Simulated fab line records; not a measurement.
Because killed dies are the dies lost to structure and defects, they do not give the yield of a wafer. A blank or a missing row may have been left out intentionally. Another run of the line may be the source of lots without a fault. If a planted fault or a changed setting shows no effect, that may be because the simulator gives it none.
Problem report in the 8D (eight disciplines) form, filled by code / flow ritCmos / the parts of the form that need people (team, actions taken, sign-off) are left out

1. WHAT WENT WRONG
Wafers without a fault read 34.57 W, standard deviation 0.049; heaterPowerTotalW at RIT_NWELL_SOFTBAKE_02 reads a mean of 31.87 W on 6 wafers belonging to 2 lots. Measured from the usual mean, that is -55 standard deviations.
The step: time 60 s.
The first sign was on wafer L785.2 at day 6 00:56, on lithoTrack-03. At this step, 42 wafers from 14 lots have a number in the record. Rule for "out", or "out of limits": more than 4 standard deviations from the usual mean. Any other wafer with a number is counted as sound.

2. WHAT IT IS; WHAT IT IS NOT
question=which readings at this step | is=heaterPowerTotalW, plateTempC | is not=-
question=which lots | is=L785, L786 | is not=L767, L769, L770, L771, L772, L773, L774, L775, L776, L779, L783, L789
question=which wafers of those lots | is=all that have a number | is not=-
question=read on which tools | is=lithoTrack-03 | is not=lithoTrack-01, lithoTrack-04
question=when | is=from day 6 00:56 | is not=up to then (33 sound wafers); but 3 sound wafers of L789 came after

3. SUSPECTS, AND WHAT RULES EACH OUT
Counting: a tool at any process step up to the reading remains a suspect when it ran all the lots that are out and ran no sound lot after the first of those.
- lithoTrack-03 at RIT_NWELL_SOFTBAKE_02 (time 60 s): kept. All lots that are out passed through it, beginning with L785 at day 6 00:56, and no sound lot followed; its final sound lot before that point was L779 at day 4 22:53. Out on those wafers are its own readings of heaterPowerTotalW, plateTempC.
Remaining after the count: lithoTrack-03 at RIT_NWELL_SOFTBAKE_02.

4. THE CAUSE (what the simulator had put in)
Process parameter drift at RIT_NWELL_SOFTBAKE_02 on lithoTrack-03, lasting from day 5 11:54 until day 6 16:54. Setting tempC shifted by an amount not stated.
The count eliminated every tool but this one.

5. THE EFFECT CHAIN, in route order
Each row: a reading where the mean over the struck wafers with a number is more than 3 standard deviations away from the usual. Readings are gone through only where the record gives a usual standard deviation; hours: the median, over the lots, of the time from a lot's start at the first step in this table giving one to that lot's start at this step; sigmas: the change measured in usual standard deviations.
hours=0; step=RIT_NWELL_SOFTBAKE_02; reading=heaterPowerTotalW; usual=34.57 W; on struck wafers=31.87; change=-2.70; sigmas=-55
hours=0; step=RIT_NWELL_SOFTBAKE_02; reading=plateTempC; usual=90.01 C; on struck wafers=85.02; change=-4.99; sigmas=-45
Its process steps:
- RIT_NWELL_SOFTBAKE_02: time 60 s.

6. WHAT WOULD HAVE CAUGHT IT SOONER
In this record no reading fell out of limits until day 6 00:56, 13 hours after the fault had begun at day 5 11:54.
